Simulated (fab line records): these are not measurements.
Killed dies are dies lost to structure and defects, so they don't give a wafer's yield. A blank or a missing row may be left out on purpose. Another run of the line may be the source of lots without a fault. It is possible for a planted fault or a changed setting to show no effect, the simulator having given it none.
fab line records + flow ritCmos
record:
- lots: 14
- wafers: 42
- lastDay: 7
route steps=202 shown NWELL@34 GATE@96 PLDD@117 M1@202
lots that met no fault: taken from a fault-free run of the same line
startH: start of the lot's first displayed wafer, in hours after the record's first day + waitH: time in hours since the lot's previous step + " same as the row above + L1.1+2: a row that stands for several wafers + - value missing, or start not given + * or withheld: withheld + < > ~ a bound
route shown NAME@n: a module of which the file shows steps, and the number in the route of the first + usual: mean/standard deviation of fault-free wafers + same: alike in all rows + chamber/n: place in a boat + sites: each site's reading + _std_site: the standard deviation of these + _edge_site: inner sites' mean taken away from outer sites' mean + radiusMm: how far each site lies from the wafer's centre + mask NAME#n: copy n + behind: tool/chamber where the wafer was last shaped + hold: cause of the lot's hold/its duration in hours/its outcome + device: transistor that didn't switch, given as n, p or np + end of line: the tests these same wafers got at the end of their route + a step given without rows: its recipe and nothing more + killed: count of dies lost to structure and defects at first sort (not the wafer's yield) + map: the dies of a wafer, with x for killed, . for not killed, _ for no die there
set.NAME: setting as actually run; set.NAME@STEP: the setting as run at that earlier step + model.NAME: the simulator's own value behind a step, which no gauge read
a sample of lots followed through the steps of the route, with each step as a table and each wafer as a row
services: when a tool's chamber went out of use (startH, in hours from the record's first day, below 0 if earlier), for how many hours, and the reason
== steps ==
step: RIT_NWELL_OVL_MEAS_06
usual:
- NWELL_OVL: -0.8/1.4
| lot.wafer | tool       | chamber | startH | waitH | NWELL_OVL[nm] |
|-----------|------------|---------|--------|-------|---------------|
| L558.1    | overlay-01 | -       | 22.43  | -     | -2.6          |
| L558.3    | "          | -       | "      | "     | -0.5          |
| L558.4    | "          | -       | "      | "     | -1.6          |
| L559.1    | overlay-02 | -       | 27.68  | -     | 1.5           |
| L559.2    | "          | -       | "      | "     | -1.8          |
| L559.5    | "          | -       | "      | "     | -2.0          |
| L560.1    | overlay-01 | -       | 30.34  | -     | -2.1          |
| L560.3    | "          | -       | "      | "     | -1.5          |
| L560.5    | "          | -       | "      | "     | -2.7          |
| L561.1    | overlay-01 | -       | 35.39  | -     | -0.8          |
| L561.2    | "          | -       | "      | "     | -1.3          |
| L561.6    | "          | -       | "      | "     | -1.2          |
| L563.2    | overlay-01 | -       | 47.47  | -     | -2.3          |
| L563.3    | "          | -       | "      | "     | -1.8          |
| L563.6    | "          | -       | "      | "     | -1.8          |
| L566.1    | overlay-01 | -       | 60.89  | -     | 1.4           |
| L566.2    | "          | -       | "      | "     | -1.0          |
| L566.3    | "          | -       | "      | "     | 0.7           |
| L567.2    | overlay-02 | -       | 66.79  | -     | -0.1          |
| L567.3    | "          | -       | "      | "     | 1.4           |
| L567.6    | "          | -       | "      | "     | 0.6           |
| L568.1    | overlay-01 | -       | 71.31  | -     | -0.4          |
| L568.3    | "          | -       | "      | "     | -1.1          |
| L568.5    | "          | -       | "      | "     | -3.0          |
| L569.2    | overlay-02 | -       | 75.13  | -     | 0.5           |
| L569.3    | "          | -       | "      | "     | 1.5           |
| L569.5    | "          | -       | "      | "     | 1.9           |
| L572.1    | overlay-01 | -       | 90.96  | -     | -1.2          |
| L572.2    | "          | -       | "      | "     | -0.8          |
| L572.3    | "          | -       | "      | "     | -0.5          |
| L575.1    | overlay-01 | -       | 106.07 | -     | -3.8          |
| L575.3    | "          | -       | "      | "     | -2.7          |
| L575.4    | "          | -       | "      | "     | -3.0          |
| L577.2    | overlay-01 | -       | 118.44 | -     | 1.0           |
| L577.4    | "          | -       | "      | "     | 0.9           |
| L577.5    | "          | -       | "      | "     | 0.2           |
| L578.1    | overlay-02 | -       | 125.78 | -     | -2.1          |
| L578.2    | "          | -       | "      | "     | -1.8          |
| L578.3    | "          | -       | "      | "     | -1.6          |
| L581.1    | overlay-01 | -       | 137.52 | -     | 0.6           |
| L581.5    | "          | -       | "      | "     | -1.8          |
| L581.6    | "          | -       | "      | "     | -0.4          |
step: RIT_GATE_STRIP_20
recipe:
- chemistry: O2
- timeS: 180
- resist: NOVOLAK
- platenTempC: withheld
- powerW: 500
- pressureMtorr: 4000
- o2FlowSccm: 4000
usual:
- drypumpMotorCurrentA: 5.6/0.35
| lot.wafer | tool           | chamber | startH | waitH | drypumpMotorCurrentA | rfHoursCounterH |
|-----------|----------------|---------|--------|-------|----------------------|-----------------|
| L558.1    | plasmaAsher-03 | 0       | 39.72  | 0.1   | 5.0                  | 37              |
| L558.3    | "              | 0       | "      | "     | 5.0                  | -               |
| L558.4    | "              | 1       | "      | "     | 6.0                  | -               |
| L559.1    | plasmaAsher-01 | 0       | 43.51  | 0.1   | 5.1                  | 41              |
| L559.2    | "              | 1       | "      | "     | 5.9                  | 41              |
| L559.5    | "              | 1       | "      | "     | 5.9                  | -               |
| L560.1    | plasmaAsher-02 | 0       | 46.74  | 0.1   | 5.6                  | 25              |
| L560.3    | "              | 1       | "      | "     | 5.7                  | -               |
| L560.5    | "              | 0       | "      | "     | 5.6                  | -               |
| L561.1    | plasmaAsher-02 | 1       | 51.40  | 0.1   | 5.7                  | 25              |
| L561.2    | "              | 0       | "      | "     | 5.6                  | 25              |
| L561.6    | "              | 0       | "      | "     | 5.6                  | -               |
| L563.2    | plasmaAsher-01 | 0       | 64.09  | 0.1   | 5.1                  | 43              |
| L563.3    | "              | 0       | "      | "     | 5.1                  | -               |
| L563.6    | "              | 1       | "      | "     | 5.9                  | -               |
| L566.1    | plasmaAsher-01 | 0       | 76.82  | 0.1   | 5.1                  | 45              |
| L566.2    | "              | 1       | "      | "     | 5.9                  | 45              |
| L566.3    | "              | 1       | "      | "     | 6.0                  | -               |
| L567.2    | plasmaAsher-02 | 0       | 82.78  | 0.1   | 5.6                  | 29              |
| L567.3    | "              | 1       | "      | "     | 5.7                  | -               |
| L567.6    | "              | 1       | "      | "     | 5.7                  | -               |
| L568.1    | plasmaAsher-03 | 0       | 87.78  | 0.1   | 5.0                  | 42              |
| L568.3    | "              | 1       | "      | "     | 5.9                  | -               |
| L568.5    | "              | 1       | "      | "     | 6.0                  | -               |
| L569.2    | plasmaAsher-03 | 0       | 91.54  | 0.1   | 5.0                  | 43              |
| L569.3    | "              | 0       | "      | "     | 5.0                  | -               |
| L569.5    | "              | 1       | "      | "     | 6.0                  | -               |
| L572.1    | plasmaAsher-02 | 1       | 107.75 | 0.1   | 5.7                  | 30              |
| L572.2    | "              | 0       | "      | "     | 5.6                  | 30              |
| L572.3    | "              | 0       | "      | "     | 5.6                  | -               |
| L575.1    | plasmaAsher-02 | 0       | 123.36 | 0.1   | 5.6                  | 32              |
| L575.3    | "              | 0       | "      | "     | 5.6                  | -               |
| L575.4    | "              | 1       | "      | "     | 5.7                  | -               |
| L577.2    | plasmaAsher-02 | 0       | 136.50 | 0.1   | 5.6                  | 33              |
| L577.4    | "              | 1       | "      | "     | 5.7                  | -               |
| L577.5    | "              | 1       | "      | "     | 5.7                  | -               |
| L578.1    | plasmaAsher-01 | 0       | 141.66 | 0.1   | 5.1                  | 52              |
| L578.2    | "              | 1       | "      | "     | 6.0                  | 52              |
| L578.3    | "              | 1       | "      | "     | 5.9                  | -               |
| L581.1    | plasmaAsher-01 | 1       | 153.25 | 0.1   | 5.9                  | 54              |
| L581.5    | "              | 1       | "      | "     | 5.9                  | -               |
| L581.6    | "              | 0       | "      | "     | 5.1                  | -               |
step: RIT_PLDD_EXPOSE_03
recipe:
- maskId: M8
- na: 0.57
- targetCdNm: 40900
- doseMj: 250
usual:
- stageVelMmS: 500.01/0.26
| lot.wafer | tool            | chamber | startH | waitH | mask | stageVelMmS |
|-----------|-----------------|---------|--------|-------|------|-------------|
| L558.1    | ilineStepper-02 | 0       | 44.86  | 0.1   | M8#0 | 500.18      |
| L558.3    | "               | 0       | "      | "     | M8#0 | 500.10      |
| L558.4    | "               | 0       | "      | "     | M8#0 | 500.06      |
| L559.1    | ilineStepper-01 | 0       | 49.25  | 0.2   | M8#0 | 500.10      |
| L559.2    | "               | 0       | "      | "     | M8#0 | 500.40      |
| L559.5    | "               | 0       | "      | "     | M8#0 | 500.36      |
| L560.1    | ilineStepper-02 | 0       | 52.04  | 0.2   | M8#0 | 500.13      |
| L560.3    | "               | 0       | "      | "     | M8#0 | 499.86      |
| L560.5    | "               | 0       | "      | "     | M8#0 | 500.14      |
| L561.1    | ilineStepper-02 | 0       | 56.67  | 0.1   | M8#0 | 499.48      |
| L561.2    | "               | 0       | "      | "     | M8#0 | 499.60      |
| L561.6    | "               | 0       | "      | "     | M8#0 | 499.97      |
| L563.2    | ilineStepper-01 | 0       | 69.38  | 0.2   | M8#0 | 500.23      |
| L563.3    | "               | 0       | "      | "     | M8#0 | 500.06      |
| L563.6    | "               | 0       | "      | "     | M8#0 | 500.11      |
| L566.1    | ilineStepper-02 | 0       | 82.38  | 0.2   | M8#0 | 500.18      |
| L566.2    | "               | 0       | "      | "     | M8#0 | 499.99      |
| L566.3    | "               | 0       | "      | "     | M8#0 | 500.26      |
| L567.2    | ilineStepper-02 | 0       | 88.29  | 0.1   | M8#0 | 499.90      |
| L567.3    | "               | 0       | "      | "     | M8#0 | 500.02      |
| L567.6    | "               | 0       | "      | "     | M8#0 | 500.14      |
| L568.1    | ilineStepper-02 | 0       | 93.12  | 0.1   | M8#0 | 500.27      |
| L568.3    | "               | 0       | "      | "     | M8#0 | 500.45      |
| L568.5    | "               | 0       | "      | "     | M8#0 | 500.10      |
| L569.2    | ilineStepper-01 | 0       | 96.86  | 0.2   | M8#0 | 499.90      |
| L569.3    | "               | 0       | "      | "     | M8#0 | 500.12      |
| L569.5    | "               | 0       | "      | "     | M8#0 | 500.06      |
| L572.1    | ilineStepper-01 | 0       | 113.48 | 0.2   | M8#0 | 499.72      |
| L572.2    | "               | 0       | "      | "     | M8#0 | 499.70      |
| L572.3    | "               | 0       | "      | "     | M8#0 | 499.63      |
| L575.1    | ilineStepper-02 | 0       | 129.98 | 0.1   | M8#0 | 499.84      |
| L575.3    | "               | 0       | "      | "     | M8#0 | 499.97      |
| L575.4    | "               | 0       | "      | "     | M8#0 | 499.92      |
| L577.2    | ilineStepper-02 | 0       | 142.75 | 0.2   | M8#0 | 500.07      |
| L577.4    | "               | 0       | "      | "     | M8#0 | 499.86      |
| L577.5    | "               | 0       | "      | "     | M8#0 | 500.03      |
| L578.1    | ilineStepper-02 | 0       | 147.00 | 0.1   | M8#0 | 499.90      |
| L578.2    | "               | 0       | "      | "     | M8#0 | 500.13      |
| L578.3    | "               | 0       | "      | "     | M8#0 | 500.07      |
| L581.1    | ilineStepper-02 | 0       | 158.52 | 0.2   | M8#0 | 500.02      |
| L581.5    | "               | 0       | "      | "     | M8#0 | 500.12      |
| L581.6    | "               | 0       | "      | "     | M8#0 | 499.74      |
step: RIT_PLDD_OVL_MEAS_06
usual:
- PLDD_OVL: -1.3/1.4
| lot.wafer | tool       | chamber | startH | waitH | PLDD_OVL[nm] |
|-----------|------------|---------|--------|-------|--------------|
| L558.1    | overlay-02 | -       | 45.30  | -     | -4.3         |
| L558.3    | "          | -       | "      | "     | -1.9         |
| L558.4    | "          | -       | "      | "     | -3.4         |
| L559.1    | overlay-02 | -       | 49.77  | -     | -1.3         |
| L559.2    | "          | -       | "      | "     | -1.2         |
| L559.5    | "          | -       | "      | "     | 0.4          |
| L560.1    | overlay-01 | -       | 52.44  | -     | -0.4         |
| L560.3    | "          | -       | "      | "     | -1.5         |
| L560.5    | "          | -       | "      | "     | -2.7         |
| L561.1    | overlay-02 | -       | 57.07  | -     | -2.8         |
| L561.2    | "          | -       | "      | "     | -2.0         |
| L561.6    | "          | -       | "      | "     | -3.9         |
| L563.2    | overlay-02 | -       | 69.86  | -     | -0.8         |
| L563.3    | "          | -       | "      | "     | -0.2         |
| L563.6    | "          | -       | "      | "     | -0.6         |
| L566.1    | overlay-01 | -       | 82.78  | -     | -2.2         |
| L566.2    | "          | -       | "      | "     | -2.0         |
| L566.3    | "          | -       | "      | "     | -3.4         |
| L567.2    | overlay-02 | -       | 88.72  | -     | 1.0          |
| L567.3    | "          | -       | "      | "     | -1.8         |
| L567.6    | "          | -       | "      | "     | -0.3         |
| L568.1    | overlay-01 | -       | 93.52  | -     | -2.6         |
| L568.3    | "          | -       | "      | "     | -3.1         |
| L568.5    | "          | -       | "      | "     | -2.4         |
| L569.2    | overlay-01 | -       | 97.24  | -     | -152.1       |
| L569.3    | "          | -       | "      | "     | -150.4       |
| L569.5    | "          | -       | "      | "     | -150.7       |
| L572.1    | overlay-02 | -       | 113.87 | -     | -149.0       |
| L572.2    | "          | -       | "      | "     | -152.1       |
| L572.3    | "          | -       | "      | "     | -150.3       |
| L575.1    | overlay-02 | -       | 130.51 | -     | 1.2          |
| L575.3    | "          | -       | "      | "     | -2.2         |
| L575.4    | "          | -       | "      | "     | -0.7         |
| L577.2    | overlay-01 | -       | 143.14 | -     | -1.1         |
| L577.4    | "          | -       | "      | "     | 0.0          |
| L577.5    | "          | -       | "      | "     | -1.1         |
| L578.1    | overlay-01 | -       | 147.40 | -     | -1.9         |
| L578.2    | "          | -       | "      | "     | -1.9         |
| L578.3    | "          | -       | "      | "     | 0.2          |
| L581.1    | overlay-01 | -       | 158.92 | -     | -0.5         |
| L581.5    | "          | -       | "      | "     | 0.3          |
| L581.6    | "          | -       | "      | "     | -0.8         |
step: RIT_PLDD_TW_MEAS_10
usual:
- PLDD_TW: 2370/15
| lot.wafer | tool         | chamber | startH | waitH | PLDD_TW |
|-----------|--------------|---------|--------|-------|---------|
| L558.1    | filmMetro-04 | -       | 45.82  | 0.1   | 2392    |
| L558.3    | "            | -       | "      | "     | 2379    |
| L558.4    | "            | -       | "      | "     | 2369    |
| L559.1    | filmMetro-02 | -       | 50.28  | 0.1   | 2347    |
| L559.2    | "            | -       | "      | "     | 2339    |
| L559.5    | "            | -       | "      | "     | 2355    |
| L560.1    | filmMetro-04 | -       | 52.95  | 0.1   | 2373    |
| L560.3    | "            | -       | "      | "     | 2366    |
| L560.5    | "            | -       | "      | "     | 2378    |
| L561.1    | filmMetro-04 | -       | 57.58  | 0.1   | 2382    |
| L561.2    | "            | -       | "      | "     | 2366    |
| L561.6    | "            | -       | "      | "     | 2366    |
| L563.2    | filmMetro-02 | -       | 70.37  | 0.1   | 2351    |
| L563.3    | "            | -       | "      | "     | 2370    |
| L563.6    | "            | -       | "      | "     | 2340    |
| L566.1    | filmMetro-04 | -       | 83.29  | 0.1   | 2378    |
| L566.2    | "            | -       | "      | "     | 2361    |
| L566.3    | "            | -       | "      | "     | 2373    |
| L567.2    | filmMetro-04 | -       | 89.23  | 0.1   | 2365    |
| L567.3    | "            | -       | "      | "     | 2372    |
| L567.6    | "            | -       | "      | "     | 2365    |
| L568.1    | filmMetro-04 | -       | 94.03  | 0.1   | 2370    |
| L568.3    | "            | -       | "      | "     | 2379    |
| L568.5    | "            | -       | "      | "     | 2368    |
| L569.2    | filmMetro-04 | -       | 97.76  | 0.1   | 2383    |
| L569.3    | "            | -       | "      | "     | 2380    |
| L569.5    | "            | -       | "      | "     | 2381    |
| L572.1    | filmMetro-02 | -       | 114.39 | 0.1   | 2357    |
| L572.2    | "            | -       | "      | "     | 2360    |
| L572.3    | "            | -       | "      | "     | 2366    |
| L575.1    | filmMetro-02 | -       | 131.02 | 0.1   | 2345    |
| L575.3    | "            | -       | "      | "     | 2347    |
| L575.4    | "            | -       | "      | "     | 2350    |
| L577.2    | filmMetro-04 | -       | 143.65 | 0.1   | 2371    |
| L577.4    | "            | -       | "      | "     | 2368    |
| L577.5    | "            | -       | "      | "     | 2368    |
| L578.1    | filmMetro-01 | -       | 147.91 | 0.1   | 2377    |
| L578.2    | "            | -       | "      | "     | 2384    |
| L578.3    | "            | -       | "      | "     | 2381    |
| L581.1    | filmMetro-04 | -       | 159.58 | 0.1   | 2386    |
| L581.5    | "            | -       | "      | "     | 2382    |
| L581.6    | "            | -       | "      | "     | 2389    |
step: RIT_M1_PROBE_99
usual:
- killed_at_M0_to_M3: 0.0/0.16
- killedAtContacts: 0.1/0.24
- killedAtFrontEnd: 6.7/2.9
- killedDies: 6.8/2.9
- killedOpen: 3.5/1.8
- killedShort: 3.3/2.1
same:
- grossDies: 264
- killed_at_M4_up: 0
- killedAtBackSide: 0
- killedAtOther: 0
| lot.wafer | tool      | chamber | startH | waitH | killed_at_M0_to_M3 | killedAtContacts | killedAtFrontEnd | killedDies | killedOpen | killedShort |
|-----------|-----------|---------|--------|-------|--------------------|------------------|------------------|------------|------------|-------------|
| L581.1    | prober-01 | -       | 173.51 | 0.1   | 0                  | 0                | 8                | 8          | 4          | 4           |
| L581.5    | prober-01 | -       | 173.71 | 0.2   | 0                  | 0                | 4                | 4          | 1          | 3           |
| L581.6    | prober-01 | -       | 173.76 | 0.2   | 0                  | 0                | 4                | 4          | 3          | 1           |
killed by level:class
L581.1 GATE:geometricParticle:open=4 REOX:geometricParticle:short=2 GATE:geometricParticle:short=1 SPACER:geometricParticle:short=1
L581.5 FOX1:geometricParticle:short=1 GATE:geometricParticle:short=1 REOX:geometricParticle:open=1 REOX:geometricParticle:short=1
L581.6 FOX2:geometricParticle:open=1 GATE:geometricParticle:open=1 GATE:geometricParticle:short=1 REOX:geometricParticle:open=1
== services ==
| tool            | chamber | startH | hours | kind        |
|-----------------|---------|--------|-------|-------------|
| ilineStepper-01 | -       | 30.54  | 1.7   | pm          |
| ilineStepper-02 | -       | 63.48  | 0.7   | repair      |
| plasmaAsher-02  | -       | 86.70  | 8.5   | repair      |
| ilineStepper-01 | 0       | 96.05  | -     | calibration |
| plasmaAsher-02  | -       | 108.22 | 1.9   | repair      |
| ilineStepper-02 | -       | 108.39 | 1.7   | pm          |
| plasmaAsher-03  | -       | 108.75 | 9.0   | pm          |
| plasmaAsher-03  | 0       | 108.75 | 9.0   | ventCycle   |
| plasmaAsher-03  | 1       | 108.75 | 9.0   | ventCycle   |
| plasmaAsher-01  | -       | 115.41 | 1.7   | repair      |
| plasmaAsher-03  | 0       | 117.75 | -     | clean       |
| plasmaAsher-03  | 1       | 117.75 | -     | clean       |
| plasmaAsher-03  | -       | 129.50 | 4.1   | repair      |
| plasmaAsher-03  | -       | 135.38 | 6.6   | repair      |
== key ==
firstSign:
- step: RIT_PLDD_OVL_MEAS_06
- reading: PLDD_OVL
- direction: down
- sigmas: 99+
- usual: -1.3
- struck: -150.8
effect none on later readings
metAt RIT_PLDD_EXPOSE_03
struckLots L569,L572
testerLeftOut L569,L572
notActingAt RIT_NWELL_OVL_MEAS_06,RIT_GATE_STRIP_20,RIT_PLDD_TW_MEAS_10
onsetBetween 69.38 96.86
fault:
- kind: scannerMatchingOverlay
- tool: ilineStepper-01
- chamber: -
- onsetH: 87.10
- steps: RIT_PLDD_EXPOSE_03
- offset: -150
testerLeftOut: of these lots the tester's yield and bins aren't shown, on N5 and GAA mostly nor the transistor test; their killed dies are dies lost to structure and defects alone, not to doping, threshold or leakage, so they don't give the yield
